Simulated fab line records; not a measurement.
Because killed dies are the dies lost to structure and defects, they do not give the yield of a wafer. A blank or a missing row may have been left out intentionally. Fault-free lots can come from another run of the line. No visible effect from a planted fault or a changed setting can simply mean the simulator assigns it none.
fab line records	flow berkeley_cmos170
record lots=5	wafers=27
route steps=331 shown START@3 PWELL@48 ACTIVE@75 PLDD@150 SPACER@171 SILICIDE@211 M3@331
start_h: start of the lot's first displayed wafer, in hours after the record's first day	wait_h: hours elapsed since this lot's preceding step	" as in the row above	L1.1+2: a single row standing in for several wafers	- either no value or no given start	* or withheld: withheld	< > ~ a bound
route shown NAME@n: a module of which the file shows steps, and the number in the route of the first	usual: average and standard deviation across the fault-free wafers	same: alike in all rows	chamber/n: place in a boat	sites: per-site readings	_std_site: the values' standard deviation	_edge_site: mean of outer sites minus mean of inner sites	radius_mm: how far each site lies from the wafer's centre	mask NAME#n: copy n	behind: the most recent tool/chamber to have shaped the wafer	hold: reason for holding the lot/hours on hold/outcome of the hold	device: transistor that didn't switch, given as n, p or np	end of line: the tests these same wafers got at the end of their route	a step given without rows: its recipe and nothing more	killed: dies that structure and defects cost at the first sort, which is not the same as the wafer's yield	map: shows each die of a wafer: x if killed, . if not, _ if none is there
set.NAME: the setting as run; set.NAME@STEP: as run at that earlier step	model.NAME: the simulator's own value behind a step, which no gauge read
lots where settings were altered on purpose, with a table for each step and a row for each wafer
## steps
# step UCB170_START_OXIDATION_02
# recipe temp_c=950	ambient=O2	target_thk_a=200	ox_time_s=1800
lot.wafer	tool	chamber	start_h	wait_h	set.ox_time_s	model.SiO2_of_START_OXIDATION_02.thk_nm
L076.1	-	-	-	4.0	2735	26.32
L076.2	"	-	"	"	2735	26.54
L076.3	"	-	"	"	2735	26.47
L076.4	"	-	"	"	2735	26.31
L076.5	"	-	"	"	2735	26.4
L076.6	"	-	"	"	2735	26.24
L077.1	-	-	-	0.4	2757	26.3
L077.2	"	-	"	"	2757	26.17
L077.3	"	-	"	"	2757	26.68
L077.4	"	-	"	"	2757	26.44
L077.5	"	-	"	"	2757	26.15
L077.6	"	-	"	"	2757	26.38
L079.1	furnace-01	0	40.65	5.5	1800	20.77
L079.2	"	0	"	"	1800	20.83
L079.3	"	0	"	"	1800	20.85
L081.1	-	-	-	5.6	1800	19.38
L081.2	"	-	"	"	1800	19.42
L081.3+6	"	-	"	"	1800	19.29
L081.4	"	-	"	"	1800	19.5
L081.5	"	-	"	"	1800	19.64
L083.1	-	-	-	4.5	2497	25.51
L083.2	"	-	"	"	2497	25.67
L083.3	"	-	"	"	2497	25.18
L083.4	"	-	"	"	2497	25.64
L083.5	"	-	"	"	2497	25.15
L083.6	"	-	"	"	2497	25.62
# step UCB170_START_THK_MEAS_03
# recipe reads=SiO2_of_START_OXIDATION_02
# usual START_OXIDE_THK=20.0/0.49
lot.wafer	tool	chamber	start_h	wait_h	set.ox_time_s@START_OXIDATION_02	START_OXIDE_THK[nm]
L076.1	film_metro-02	-	-	-	2735	26.3
L076.2	"	-	"	"	2735	26.5
L076.3	"	-	"	"	2735	26.5
L076.4	"	-	"	"	2735	26.3
L076.5	"	-	"	"	2735	26.4
L076.6	"	-	"	"	2735	26.3
L077.1	film_metro-04	-	-	-	2757	26.2
L077.2	"	-	"	"	2757	26.2
L077.3	"	-	"	"	2757	26.6
L077.4	"	-	"	"	2757	26.4
L077.5	"	-	"	"	2757	26.2
L077.6	"	-	"	"	2757	26.3
L079.1	film_metro-04	-	42.15	0.0	1800	20.8
L079.2	"	-	"	"	1800	20.8
L079.3	"	-	"	"	1800	20.9
L081.1	film_metro-04	-	-	-	1800	19.4
L081.2	"	-	"	"	1800	19.5
L081.3	"	-	"	"	1800	19.3
L081.4	"	-	"	"	1800	19.5
L081.5	"	-	"	"	1800	19.7
L081.6	"	-	"	"	1800	19.3
L083.1	film_metro-01	-	-	-	2497	25.5
L083.2	"	-	"	"	2497	25.7
L083.3	"	-	"	"	2497	25.2
L083.4	"	-	"	"	2497	25.7
L083.5	"	-	"	"	2497	25.1
L083.6	"	-	"	"	2497	25.6
# step UCB170_PWELL_ETCH_14
# recipe chemistry=CH3F/Ar/O2	target=Si3N4	stop_on=SiO2	CH3F_flow_sccm=20	Ar_flow_sccm=50	O2_flow_sccm=7	pressure_mtorr=50	rf_w=450	target_depth_a=2420	over_etch_frac=0.1	time_s=151
# usual oes_product_au=0.941/0.019
lot.wafer	tool	chamber	start_h	wait_h	set.time_s	oes_product_au	model.KrF_of_PWELL_COAT_08.thk_nm	model.etch.depth_nm	model.SiO2_of_PWELL_OXIDATION_02.thk_nm
L076.1	rie_diel-01	0	69.48	0.0	151	0.918	718.8	220.3	22.04
L076.2	"	3	"	"	151	0.971	718.9	220.6	22.36
L076.3	"	2	"	"	151	0.970	722.4	220.3	22.27
L076.4	"	1	"	"	151	0.929	722.7	219.5	22.42
L076.5	"	3	"	"	151	0.968	718	221.2	22.94
L076.6	"	2	"	"	151	0.961	719.4	218.4	22.48
L077.1	rie_diel-03	3	69.53	0.0	113.3	1.009	763.4	181.1	24.21
L077.2	"	0	"	"	151	0.916	723.5	217.7	23.15
L077.3	"	2	"	"	151	0.921	718.2	218.3	23.18
L077.4	"	1	"	"	113.3	1.032	764.1	183	24.14
L077.5	"	3	"	"	113.3	1.008	765	182.2	24.15
L077.6	"	0	"	"	151	0.924	723.6	218.6	22.6
L079.1	rie_diel-01	2	87.43	0.0	151	0.970	727	221.7	23.08
L079.2	"	0	"	"	151	0.921	723.3	220.4	22.48
L079.3	"	1	"	"	151	0.922	731.3	218.8	23.1
L081.1	rie_diel-01	0	95.62	0.0	151	0.924	719.1	219.6	22.64
L081.2	"	1	"	"	151	0.926	726.3	220.2	23.41
L081.3	"	3	"	"	109	1.027	767	176.1	24.6
L081.4	"	2	"	"	109	1.031	764.6	175.9	24.75
L081.5	"	0	"	"	109	0.987	764.4	177.8	24.55
L081.6	"	3	"	"	151	0.969	719.8	220.8	23.39
L083.1	rie_diel-04	0	109.85	0.0	151	0.923	727.8	217.4	22.96
L083.2	"	1	"	"	151	0.923	732.5	215.3	23.21
L083.3	"	2	"	"	151	0.936	727.8	216.6	22.96
L083.4	"	3	"	"	151	0.920	729	218.1	23.35
L083.5	"	0	"	"	151	0.934	728.1	218.3	22.84
L083.6	"	3	"	"	151	0.912	729.4	219.4	22.8
# step UCB170_PWELL_IMPLANT_15
# recipe species=B	dose_cm2=4.916e+12	energy_kev=60	tilt_deg=7
# step UCB170_PWELL_STRIP_16
# recipe chemistry=O2	power_w=400	pressure_mtorr=3500	platen_temp_c=withheld	o2_flow_sccm=400	overash_fraction=0.5
# usual strip_time_to_endpoint_s=18.08/0.081
lot.wafer	tool	chamber	start_h	wait_h	set.time_s@PWELL_ETCH_14	strip_time_to_endpoint_s
L076.1	plasma_asher-02	1	69.74	0.1	151	17.96
L076.2	"	0	"	"	151	17.96
L076.3	"	0	"	"	151	18.03
L076.4	"	1	"	"	151	18.05
L076.5	"	1	"	"	151	17.91
L076.6	"	0	"	"	151	17.96
L077.1	plasma_asher-03	1	69.78	0.1	113.3	19.02
L077.2	"	0	"	"	151	18.06
L077.3	"	1	"	"	151	17.95
L077.4	"	0	"	"	113.3	19.04
L077.5	"	1	"	"	113.3	19.05
L077.6	"	0	"	"	151	18.07
L079.1	plasma_asher-04	1	87.68	0.1	151	18.15
L079.2	"	0	"	"	151	18.06
L079.3	"	1	"	"	151	18.24
L081.1	plasma_asher-04	0	95.88	0.1	151	17.96
L081.2	"	1	"	"	151	18.12
L081.3	"	0	"	"	109	19.10
L081.4	"	1	"	"	109	19.05
L081.5	"	1	"	"	109	19.06
L081.6	"	0	"	"	151	17.98
L083.1	plasma_asher-03	1	110.10	0.1	151	18.16
L083.2	"	0	"	"	151	18.28
L083.3	"	0	"	"	151	18.16
L083.4	"	1	"	"	151	18.18
L083.5	"	0	"	"	151	18.18
L083.6	"	1	"	"	151	18.20
# step UCB170_ACTIVE_ETCH_15
# recipe chemistry=CH3F/Ar/O2	target=Si3N4	stop_on=SiO2	CH3F_flow_sccm=20	Ar_flow_sccm=50	O2_flow_sccm=7	pressure_mtorr=50	rf_w=450	target_depth_a=2420	over_etch_frac=0.1	time_s=151
lot.wafer	tool	chamber	start_h	wait_h	set.time_s	model.etch.depth_nm	model.KrF_of_ACTIVE_COAT_08.thk_nm	model.SiO2_of_ACTIVE_OXIDATION_02.thk_nm
L077.1	rie_diel-04	3	112.09	0.0	151	220.1	720.2	22.52
L077.2	"	2	"	"	151	218.1	721.7	22.68
L077.3	"	1	"	"	106.7	171.5	768.6	23.68
L077.4	"	0	"	"	106.7	174.4	765.1	23.65
L077.5	"	1	"	"	151	221	720	22.66
L077.6	"	2	"	"	106.7	168.6	769.8	23.84
L076.1	rie_diel-02	1	112.37	0.0	151	217.8	722.5	23.05
L076.2	"	2	"	"	151	221.9	727	23.58
L076.3	"	3	"	"	229.6	218.5	640.3	2.832
L076.4	"	0	"	"	229.6	220.4	638.7	2.532
L076.5	"	3	"	"	151	221.4	721.8	23.23
L076.6	"	0	"	"	229.6	221.8	642.2	2.859
L079.1	rie_diel-04	2	138.97	0.0	151	217.2	723.7	23.05
L079.2	"	1	"	"	151	220	723.5	22.73
L079.3	"	3	"	"	151	219	724.7	22.66
L081.1	rie_diel-02	3	139.06	0.0	67.43	108.1	812.8	24.4
L081.2	"	0	"	"	67.43	106.9	810	24.94
L081.3	"	1	"	"	151	218.6	721.3	22.3
L081.4	"	2	"	"	151	218.6	722.4	22.51
L081.5	"	0	"	"	67.43	107	810.6	24.57
L081.6	"	3	"	"	151	217.1	722.1	22.41
L083.1	rie_diel-04	2	148.39	0.0	151	221.7	729.7	23.36
L083.2	"	1	"	"	151	222.7	726.1	23
L083.3	"	0	"	"	151	222.2	722.8	22.45
L083.4	"	3	"	"	151	219.5	726.7	23.01
L083.5	"	2	"	"	151	220.7	728.8	23.47
L083.6	"	1	"	"	151	222	723.5	23.01
# step UCB170_ACTIVE_STRIP_16
# recipe chemistry=O2	power_w=400	pressure_mtorr=3500	platen_temp_c=withheld	o2_flow_sccm=400	overash_fraction=0.5
# usual strip_time_to_endpoint_s=18.09/0.077
lot.wafer	tool	chamber	start_h	wait_h	set.time_s@ACTIVE_ETCH_15	strip_time_to_endpoint_s
L077.1	plasma_asher-03	0	112.19	0.1	151	17.98
L077.2	"	1	"	"	151	18.03
L077.3	"	1	"	"	106.7	19.15
L077.4	"	0	"	"	106.7	19.06
L077.5	"	1	"	"	151	17.98
L077.6	"	0	"	"	106.7	19.18
L076.1	plasma_asher-03	1	112.47	0.1	151	18.05
L076.2	"	0	"	"	151	18.15
L076.3	"	1	"	"	229.6	16.06
L076.4	"	0	"	"	229.6	16.05
L076.5	"	1	"	"	151	18.02
L076.6	"	0	"	"	229.6	16.12
L079.1	plasma_asher-03	0	139.08	0.1	151	18.07
L079.2	"	1	"	"	151	18.09
L079.3	"	0	"	"	151	18.08
L081.1	plasma_asher-01	1	139.16	0.1	67.43	20.22
L081.2	"	0	"	"	67.43	20.13
L081.3	"	0	"	"	151	18.00
L081.4	"	1	"	"	151	18.05
L081.5	"	1	"	"	67.43	20.13
L081.6	"	0	"	"	151	18.03
L083.1	plasma_asher-01	1	148.49	0.1	151	18.22
L083.2	"	0	"	"	151	18.12
L083.3	"	1	"	"	151	18.04
L083.4	"	0	"	"	151	18.14
L083.5	"	0	"	"	151	18.18
L083.6	"	1	"	"	151	18.05
# step UCB170_PLDD_DEVELOP_05
# recipe developer=TMAH	develop_time_s=45	resist=KrF	dev_temp_c=21
lot.wafer	tool	chamber	start_h	wait_h	set.develop_time_s
L077.1+3+6	litho_track-03	0	-	-	45
L077.2+4+5	"	0	"	"	20.58
L076.1+4+5	litho_track-01	0	-	-	45
L076.2+3+6	"	0	"	"	52.69
L079.1+2+3	litho_track-01	0	-	-	45
L081.1+2+3+4+5+6	litho_track-04	0	-	-	45
L083.1+5+6	litho_track-03	0	-	-	45
L083.2+3+4	"	0	"	"	60.19
# step UCB170_PLDD_CD_MEAS_06
# recipe target_cd_nm=1200
# usual cd_nm=1199.8/1.5
lot.wafer	tool	chamber	start_h	wait_h	set.develop_time_s@PLDD_DEVELOP_05	cd_nm
L077.1	cd_sem-02	-	180.84	-	45	1197.4
L077.2	"	-	"	"	20.58	1190.0
L077.3	"	-	"	"	45	1196.4
L077.4	"	-	"	"	20.58	1190.4
L077.5	"	-	"	"	20.58	1190.3
L077.6	"	-	"	"	45	1196.8
L076.1	cd_sem-01	-	181.09	-	45	1201.8
L076.2	"	-	"	"	52.69	1203.3
L076.3	"	-	"	"	52.69	1202.8
L076.4	"	-	"	"	45	1202.4
L076.5	"	-	"	"	45	1202.2
L076.6	"	-	"	"	52.69	1204.1
L079.1	cd_sem-01	-	199.42	-	45	1199.1
L079.2	"	-	"	"	45	1199.0
L079.3	"	-	"	"	45	1199.7
L081.1	cd_sem-02	-	199.61	-	45	1200.3
L081.2	"	-	"	"	45	1200.3
L081.3	"	-	"	"	45	1200.4
L081.4	"	-	"	"	45	1201.7
L081.5	"	-	"	"	45	1200.6
L081.6	"	-	"	"	45	1199.3
L083.1	cd_sem-01	-	203.27	-	45	1202.3
L083.2	"	-	"	"	60.19	1203.8
L083.3	"	-	"	"	60.19	1203.8
L083.4	"	-	"	"	60.19	1206.3
L083.5	"	-	"	"	45	1201.7
L083.6	"	-	"	"	45	1201.5
# step UCB170_SPACER_CVD_00
# recipe material=SiO2	target_thk_nm=376	temp_c=390	precursor=TEOS/O2	time_s=47	rf_w=550	pressure_mtorr=9000
lot.wafer	tool	chamber	start_h	wait_h	set.time_s	model.SiO2_of_SPACER_CVD_00.thk_nm
L077.1	pecvd-02	1	183.65	0.0	47	376.5
L077.2	"	2	"	"	47	372.2
L077.3	"	0	"	"	57.81	459.9
L077.4	"	1	"	"	57.81	467.9
L077.5	"	2	"	"	57.81	463.7
L077.6	"	0	"	"	47	387.2
L076.1	pecvd-03	2	183.83	0.0	47	379.8
L076.2	"	1	"	"	47	379.3
L076.3	"	0	"	"	58.66	472.6
L076.4	"	1	"	"	58.66	475.1
L076.5	"	0	"	"	58.66	477.3
L076.6	"	2	"	"	47	388.5
L079.1	pecvd-02	1	202.79	0.0	47	373.4
L079.2	"	2	"	"	47	373.5
L079.3	"	0	"	"	47	372.8
L081.1	pecvd-01	0	202.79	0.0	47	366.9
L081.2	"	1	"	"	47	376.7
L081.3	"	2	"	"	47	374.8
L081.4	"	2	"	"	47	376.1
L081.5	"	1	"	"	47	375.7
L081.6	"	0	"	"	47	379.9
L083.1	pecvd-02	2	207.13	0.0	47	374.7
L083.2	"	1	"	"	47	374.3
L083.3	"	0	"	"	47	374.4
L083.4	"	0	"	"	47	376.8
L083.5	"	1	"	"	47	383.4
L083.6	"	2	"	"	47	378
# step UCB170_SPACER_THK_MEAS_01
# recipe reads=SiO2_of_SPACER_CVD_00
# usual SPACER_TEOS_THK=378/5.3
lot.wafer	tool	chamber	start_h	wait_h	set.time_s@SPACER_CVD_00	SPACER_TEOS_THK[nm]
L077.1	film_metro-04	-	183.69	0.0	47	377
L077.2	"	-	"	"	47	372
L077.3	"	-	"	"	57.81	460
L077.4	"	-	"	"	57.81	468
L077.5	"	-	"	"	57.81	464
L077.6	"	-	"	"	47	387
L076.1	film_metro-02	-	183.87	0.0	47	380
L076.2	"	-	"	"	47	379
L076.3	"	-	"	"	58.66	473
L076.4	"	-	"	"	58.66	475
L076.5	"	-	"	"	58.66	477
L076.6	"	-	"	"	47	388
L079.1	film_metro-02	-	202.83	0.0	47	373
L079.2	"	-	"	"	47	374
L079.3	"	-	"	"	47	373
L081.1	film_metro-04	-	202.83	0.0	47	367
L081.2	"	-	"	"	47	377
L081.3	"	-	"	"	47	375
L081.4	"	-	"	"	47	376
L081.5	"	-	"	"	47	375
L081.6	"	-	"	"	47	380
L083.1	film_metro-03	-	207.17	0.0	47	375
L083.2	"	-	"	"	47	374
L083.3	"	-	"	"	47	375
L083.4	"	-	"	"	47	377
L083.5	"	-	"	"	47	384
L083.6	"	-	"	"	47	378
# step UCB170_SPACER_ANNEAL_02
# recipe temp_c=900	time_s=1800	ambient=N2
# step UCB170_SPACER_ETCHBACK_03
# recipe stop_on=Si	target=SiO2	chemistry=CHF3/CF4/Ar	CHF3_flow_sccm=50	cf4_flow_sccm=10	Ar_flow_sccm=120	pressure_mtorr=200	rf_w=500	target_depth_a=3760	time_s=100
lot.wafer	tool	chamber	start_h	wait_h	set.time_s@SPACER_CVD_00	model.etch.depth_nm
L077.1	rie_diel-03	2	190.16	0.0	47	376.5
L077.2	"	1	"	"	47	372.2
L077.3	"	3	"	"	57.81	430.6
L077.4	"	3	"	"	57.81	432.3
L077.5	"	2	"	"	57.81	427.7
L077.6	"	1	"	"	47	387.2
L076.1	rie_diel-01	2	190.23	0.1	47	379.8
L076.2	"	0	"	"	47	379.3
L076.3	"	1	"	"	58.66	420.5
L076.4	"	3	"	"	58.66	428.9
L076.5	"	1	"	"	58.66	420
L076.6	"	2	"	"	47	388.5
L079.1	rie_diel-02	1	205.35	0.0	47	373.4
L079.2	"	0	"	"	47	373.5
L079.3	"	3	"	"	47	372.8
L081.1	rie_diel-03	2	205.42	0.1	47	366.9
L081.2	"	1	"	"	47	376.7
L081.3	"	3	"	"	47	374.8
L081.4	"	2	"	"	47	376.1
L081.5	"	3	"	"	47	375.7
L081.6	"	1	"	"	47	379.9
L083.1	rie_diel-01	2	210.96	0.0	47	374.7
L083.2	"	3	"	"	47	374.3
L083.3	"	0	"	"	47	374.4
L083.4	"	1	"	"	47	376.8
L083.5	"	2	"	"	47	383.4
L083.6	"	3	"	"	47	378
# step UCB170_SILICIDE_SPUTTER_01
# recipe material=Ti	target_thk_nm=30	time_s=25	power_w=1500	chamber_pressure_pa=0.5
lot.wafer	tool	chamber	start_h	wait_h	set.time_s	model.Ti_of_SILICIDE_SPUTTER_01.thk_nm
L076.1	pvd_sputter-03	-	198.86	0.0	36.53	44.03
L076.2	"	-	"	"	25	30.37
L076.3	"	-	"	"	25	29.97
L076.4	"	-	"	"	25	30.16
L076.5	"	-	"	"	36.53	44.15
L076.6	"	-	"	"	36.53	43.94
L077.1	pvd_sputter-01	-	198.86	0.0	25	29.64
L077.2	"	-	"	"	30.51	36.24
L077.3	"	-	"	"	25	29.27
L077.4	"	-	"	"	25	29.84
L077.5	"	-	"	"	30.51	36.41
L077.6	"	-	"	"	30.51	36
L079.1	pvd_sputter-02	-	212.14	0.0	25	29.72
L079.2	"	-	"	"	25	29.7
L079.3	"	-	"	"	25	29.65
L081.1	pvd_sputter-02	-	213.91	0.0	25	29.68
L081.2	"	-	"	"	25	29.84
L081.3	"	-	"	"	25	29.87
L081.4	"	-	"	"	25	29.81
L081.5	"	-	"	"	25	29.76
L081.6	"	-	"	"	25	30.16
L083.1	pvd_sputter-03	-	217.74	0.0	25	29.99
L083.2	"	-	"	"	25	29.81
L083.3	"	-	"	"	18.16	21.48
L083.4	"	-	"	"	25	29.83
L083.5	"	-	"	"	18.16	21.29
L083.6	"	-	"	"	18.16	21.58
# step UCB170_SILICIDE_RS_MEAS_02
# recipe thk_meas_gauge=four-point-probe	reads=Ti_of_SILICIDE_SPUTTER_01
# usual SILICIDE_TI_RS=26.1/0.34
lot.wafer	tool	chamber	start_h	wait_h	set.time_s@SILICIDE_SPUTTER_01	SILICIDE_TI_RS[ohm/sq]
L076.1	film_metro-03	-	198.89	0.0	36.53	16.7
L076.2	"	-	"	"	25	25.8
L076.3	"	-	"	"	25	26.2
L076.4	"	-	"	"	25	25.9
L076.5	"	-	"	"	36.53	16.7
L076.6	"	-	"	"	36.53	16.8
L077.1	film_metro-01	-	198.89	0.0	25	26.5
L077.2	"	-	"	"	30.51	20.9
L077.3	"	-	"	"	25	26.9
L077.4	"	-	"	"	25	26.3
L077.5	"	-	"	"	30.51	20.9
L077.6	"	-	"	"	30.51	21.1
L079.1	film_metro-03	-	212.17	0.0	25	26.4
L079.2	"	-	"	"	25	26.4
L079.3	"	-	"	"	25	26.4
L081.1	film_metro-03	-	213.94	0.0	25	26.5
L081.2	"	-	"	"	25	26.3
L081.3	"	-	"	"	25	26.3
L081.4	"	-	"	"	25	26.3
L081.5	"	-	"	"	25	26.3
L081.6	"	-	"	"	25	26.0
L083.1	film_metro-03	-	217.77	0.0	25	26.1
L083.2	"	-	"	"	25	26.3
L083.3	"	-	"	"	18.16	38.8
L083.4	"	-	"	"	25	26.2
L083.5	"	-	"	"	18.16	39.2
L083.6	"	-	"	"	18.16	38.6
# step UCB170_SILICIDE_THK_MEAS_03
# recipe thk_meas_gauge=xrf	reads=Ti_of_SILICIDE_SPUTTER_01
# usual SILICIDE_TI_THK=29.6/0.34
lot.wafer	tool	chamber	start_h	wait_h	set.time_s@SILICIDE_SPUTTER_01	SILICIDE_TI_THK[nm]
L076.1	film_metro-03	-	199.01	0.1	36.53	43.4
L076.2	"	-	"	"	25	29.9
L076.3	"	-	"	"	25	29.7
L076.4	"	-	"	"	25	29.7
L076.5	"	-	"	"	36.53	43.5
L076.6	"	-	"	"	36.53	43.3
L077.1	film_metro-01	-	199.01	0.1	25	29.3
L077.2	"	-	"	"	30.51	35.8
L077.3	"	-	"	"	25	29.0
L077.4	"	-	"	"	25	29.6
L077.5	"	-	"	"	30.51	35.8
L077.6	"	-	"	"	30.51	35.6
L079.1	film_metro-03	-	212.29	0.1	25	29.4
L079.2	"	-	"	"	25	29.3
L079.3	"	-	"	"	25	29.2
L081.1	film_metro-03	-	214.06	0.1	25	29.2
L081.2	"	-	"	"	25	29.4
L081.3	"	-	"	"	25	29.4
L081.4	"	-	"	"	25	29.5
L081.5	"	-	"	"	25	29.4
L081.6	"	-	"	"	25	29.8
L083.1	film_metro-03	-	217.89	0.1	25	29.5
L083.2	"	-	"	"	25	29.3
L083.3	"	-	"	"	18.16	21.2
L083.4	"	-	"	"	25	29.4
L083.5	"	-	"	"	18.16	21.0
L083.6	"	-	"	"	18.16	21.3
# step UCB170_M3_PROBE_99
lot.wafer	tool	chamber	start_h	wait_h	set.time_s@SPACER_CVD_00	model.etest.nmos_0p35.r_on_ohm_um	model.etest.nmos_0p6.r_on_ohm_um	model.etest.pmos_0p35.r_on_ohm_um	model.etest.pmos_0p6.r_on_ohm_um	model.etest.ppoly_line.line_ohm_um	model.etest.ppoly_line.rs_ohm_sq	model.etest.ppoly_sal.rs_ohm_sq
L076.1	prober-02	-	222.31	0.1	47	1480	2306	4645	8444	12.47	3.942	3.474
L076.2	prober-02	-	222.36	0.1	47	1471	2303	4644	8334	14.73	4.693	4.016
L076.3	prober-02	-	222.41	0.2	58.66	1757	2634	5031	8884	780.8	276.5	275.3
L076.4	prober-02	-	222.46	0.2	58.66	1739	2589	5080	8938	718.8	253.3	252.7
L076.5	prober-02	-	222.51	0.2	58.66	1812	2657	5039	8823	856.2	299.1	300.8
L076.6	prober-02	-	222.56	0.3	47	1513	2362	4745	8614	12.07	3.888	3.452
L077.1	prober-01	-	224.36	0.1	47	1432	2241	4544	8246	15.06	4.864	4.119
L077.2	prober-01	-	224.41	0.1	47	1449	2279	4576	8372	13.23	4.19	3.653
L077.3	prober-01	-	224.46	0.2	57.81	-	-	-	-	639.6	224.2	224
L077.4	prober-01	-	224.51	0.2	57.81	-	-	-	-	684.4	238	237.4
L077.5	prober-01	-	224.56	0.2	57.81	1652	2470	4965	8704	697.7	245.5	244.1
L077.6	prober-01	-	224.61	0.2	47	-	-	-	-	13.07	4.149	3.653
L079.1	prober-01	-	237.00	0.1	47	1483	2336	4735	8630	15.35	4.865	4.115
L079.2	prober-01	-	237.05	0.1	47	1490	2337	4736	8590	15.23	4.837	4.111
L079.3	prober-01	-	237.10	0.2	47	1474	2323	4608	8498	15.09	4.876	4.108
L081.1	prober-02	-	239.44	0.1	47	-	-	-	-	14.94	4.821	4.095
L081.2	prober-02	-	239.49	0.1	47	-	-	-	-	15.02	4.82	4.117
L081.3	prober-02	-	239.54	0.2	47	1462	2295	4686	8502	14.91	4.81	4.08
L081.4	prober-02	-	239.59	0.2	47	1484	2326	4759	8688	14.98	4.79	4.106
L081.5	prober-02	-	239.64	0.2	47	-	-	-	-	15.11	4.803	4.104
L081.6	prober-02	-	239.69	0.2	47	1488	2339	4725	8646	15.05	4.784	4.068
L083.1	prober-01	-	244.32	0.1	47	1476	2332	4738	8626	14.86	4.815	4.121
L083.2	prober-01	-	244.37	0.1	47	1483	2322	4728	8630	15.21	4.834	4.135
L083.3	prober-01	-	244.42	0.2	47	1486	2340	4735	8620	21.08	6.957	5.569
L083.4	prober-01	-	244.47	0.2	47	1502	2330	4754	8629	15.08	4.828	4.13
L083.5	prober-01	-	244.52	0.2	47	1521	2354	4847	8650	21.24	7.035	5.612
L083.6	prober-01	-	244.57	0.2	47	1492	2337	4774	8666	21.04	6.87	5.49
# killed by level:class
L079.1 GATE:geometric_particle:short=2 FIELD:geometric_particle:open=1 GATE:geometric_particle:open=1 V2:geometric_particle:open=1 M3:geometric_particle:short=1
L079.2 GATE:geometric_particle:short=2 FIELD:geometric_particle:open=1 V1:geometric_particle:short=1
L079.3 M2:geometric_particle:short=1 V2:geometric_particle:short=1 M3:geometric_particle:short=1 ACTIVE:area_etch=1
## key
split step=UCB170_START_OXIDATION_02	setting=ox_time_s	stated=1800	by=lot
response step=UCB170_START_OXIDATION_02	reading=model.SiO2_of_START_OXIDATION_02.thk_nm	change=+0.125	per=1%	r=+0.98
response step=UCB170_START_THK_MEAS_03	reading=START_OXIDE_THK	change=+0.126	per=1%	r=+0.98
split step=UCB170_PWELL_ETCH_14	setting=time_s	stated=151	by=wafer
response step=UCB170_PWELL_ETCH_14	reading=oes_product_au	change=-0.00321	per=1%	r=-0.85
response step=UCB170_PWELL_ETCH_14	reading=model.KrF_of_PWELL_COAT_08.thk_nm	change=-1.63	per=1%	r=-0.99
response step=UCB170_PWELL_ETCH_14	reading=model.etch.depth_nm	change=+1.51	per=1%	r=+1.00
response step=UCB170_PWELL_ETCH_14	reading=model.SiO2_of_PWELL_OXIDATION_02.thk_nm	change=-0.0509	per=1%	r=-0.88
response step=UCB170_PWELL_STRIP_16	reading=strip_time_to_endpoint_s	change=*	per=1%	r=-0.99
split step=UCB170_ACTIVE_ETCH_15	setting=time_s	stated=151	by=wafer
response step=UCB170_ACTIVE_ETCH_15	reading=model.etch.depth_nm	shape=bent	at_lowest=107.4	at_stated=220	at_highest=220.2
response step=UCB170_ACTIVE_ETCH_15	reading=model.KrF_of_ACTIVE_COAT_08.thk_nm	change=-1.61	per=1%	r=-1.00
response step=UCB170_ACTIVE_ETCH_15	reading=model.SiO2_of_ACTIVE_OXIDATION_02.thk_nm	shape=bent	at_lowest=24.63	at_stated=22.87	at_highest=2.741
response step=UCB170_ACTIVE_STRIP_16	reading=strip_time_to_endpoint_s	change=*	per=1%	r=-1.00
split step=UCB170_PLDD_DEVELOP_05	setting=develop_time_s	stated=45	by=wafer
response step=UCB170_PLDD_CD_MEAS_06	reading=cd_nm	change=+0.109	per=1%	r=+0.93
split step=UCB170_SPACER_CVD_00	setting=time_s	stated=47	by=wafer
response step=UCB170_SPACER_CVD_00	reading=model.SiO2_of_SPACER_CVD_00.thk_nm	change=+3.72	per=1%	r=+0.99
response step=UCB170_SPACER_THK_MEAS_01	reading=SPACER_TEOS_THK	change=+3.72	per=1%	r=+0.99
response step=UCB170_SPACER_ETCHBACK_03	reading=model.etch.depth_nm	change=+1.92	per=1%	r=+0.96
response step=UCB170_M3_PROBE_99	reading=model.etest.ppoly_line.line_ohm_um	shape=bent	at_lowest=15.47	at_stated=15.47	at_highest=785.3
response step=UCB170_M3_PROBE_99	reading=model.etest.pmos_0p6.r_on_ohm_um	change=+16.9	per=1%	r=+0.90
response step=UCB170_M3_PROBE_99	reading=model.etest.pmos_0p35.r_on_ohm_um	change=+15.7	per=1%	r=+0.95
response step=UCB170_M3_PROBE_99	reading=model.etest.ppoly_sal.rs_ohm_sq	shape=bent	at_lowest=4.206	at_stated=4.206	at_highest=276.3
response step=UCB170_M3_PROBE_99	reading=model.etest.ppoly_line.rs_ohm_sq	shape=bent	at_lowest=4.975	at_stated=4.975	at_highest=276.3
split step=UCB170_SILICIDE_SPUTTER_01	setting=time_s	stated=25	by=wafer
response step=UCB170_SILICIDE_SPUTTER_01	reading=model.Ti_of_SILICIDE_SPUTTER_01.thk_nm	change=+0.302	per=1%	r=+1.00
response step=UCB170_SILICIDE_RS_MEAS_02	reading=SILICIDE_TI_RS	shape=bent	at_lowest=38.9	at_stated=26.3	at_highest=16.7
response step=UCB170_SILICIDE_THK_MEAS_03	reading=SILICIDE_TI_THK	change=+0.297	per=1%	r=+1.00
